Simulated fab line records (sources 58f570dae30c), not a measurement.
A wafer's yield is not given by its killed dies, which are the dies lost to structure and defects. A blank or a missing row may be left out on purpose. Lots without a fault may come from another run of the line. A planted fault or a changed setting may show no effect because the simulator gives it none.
Split-lot experiment | flow berkeley-cmos170 | on a route of 331 steps: 5 lots, 23 wafers read

== THE SPLIT ITSELF ==
At UCB170_PLDD_EXPOSE_03 (exposes mask PSELECT, target cd 1200 nm), the setting dose-mj was moved away from the recipe's 30 on 11 of the 23 wafers read, by -4.5% to +7.4%. For the rest of the wafers, this setting stayed at what the recipe calls for.

== FROM THE SPLIT TO THE READING: what the file shows between them, 2 steps ==
- UCB170_PLDD_PEB_04
- UCB170_PLDD_DEVELOP_05: develop time 45 s

== THE READING ==
Shown in nm: cd-nm at UCB170_PLDD_CD_MEAS_06, with target cd 1200 nm. Fault-free wafers of this fab line usually give 1200.3 nm, standard deviation 1.4 nm.

wafer  | tool, chamber at the split | dose-mj as run | against the recipe | cd-nm, nm | against lot-mates on the recipe
L074.2 | krf-scanner-01, 0          | 31.31          | +4.4%              | 1208.6    | +7.0
L074.3 | krf-scanner-01, 0          | 30             | recipe             | 1201.5    | -
L074.4 | krf-scanner-01, 0          | 31.31          | +4.4%              | 1209.3    | +7.8
L074.5 | krf-scanner-01, 0          | 31.31          | +4.4%              | 1208.5    | +7.0
L074.6 | krf-scanner-01, 0          | 30             | recipe             | 1201.6    | -
L076.1 | krf-scanner-01, 0          | 30             | recipe             | 1201.9    | -
L076.2 | krf-scanner-01, 0          | 28.65          | -4.5%              | 1192.8    | -8.5
L076.3 | krf-scanner-01, 0          | 30             | recipe             | 1201.8    | -
L076.4 | krf-scanner-01, 0          | 28.65          | -4.5%              | 1192.9    | -8.4
L076.5 | krf-scanner-01, 0          | 30             | recipe             | 1200.3    | -
L075.1 | krf-scanner-01, 0          | 30             | recipe             | 1200.5    | -
L075.2 | krf-scanner-01, 0          | 30             | recipe             | 1200.3    | -
L075.4 | krf-scanner-01, 0          | 32.23          | +7.4%              | 1214.4    | +14.0
L075.5 | krf-scanner-01, 0          | 32.23          | +7.4%              | 1212.7    | +12.3
L075.6 | krf-scanner-01, 0          | 32.23          | +7.4%              | 1213.2    | +12.8
L077.1 | krf-scanner-01, 0          | 30             | recipe             | 1203.6    | -
L077.3 | krf-scanner-01, 0          | 31.61          | +5.4%              | 1212.6    | +9.7
L077.4 | krf-scanner-01, 0          | 31.61          | +5.4%              | 1213.2    | +10.3
L077.5 | krf-scanner-01, 0          | 31.61          | +5.4%              | 1212.6    | +9.7
L077.6 | krf-scanner-01, 0          | 30             | recipe             | 1202.3    | -
L080.1 | krf-scanner-02, 0          | 30             | recipe             | 1201.1    | -
L080.2 | krf-scanner-02, 0          | 30             | recipe             | 1200.4    | -
L080.6 | krf-scanner-02, 0          | 30             | recipe             | 1201.9    | -

THE FIT
A straight line over all 23 wafers: cd-nm changes by +1.79 nm for each +1% of dose-mj; r = +0.98; the points scatter about the line by 1.2 nm.
The same after taking each lot's own level away (the mean of its wafers on the recipe; 23 wafers): +1.79 nm for each +1%; r = +1.00; scatter 0.58 nm.
According to that fit, moving dose-mj by its largest amount changes the reading by 13 nm.
Measured against the standard deviation above, the lots' own levels, which go from 1200.40 to 1202.95 nm, span 1.8 times it.
Consequently the slope shifts little with the lot-to-lot level, the two slopes agreeing.
Check: with one of the wafers moved furthest among these (+7.4%) left out of the fit, the line predicts +13 nm for it against its lot-mates. Against them it came out at +14 nm.

== FILE'S OWN FIT ==
cd-nm changes by +1.78 nm for each +1% of dose-mj, r = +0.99.
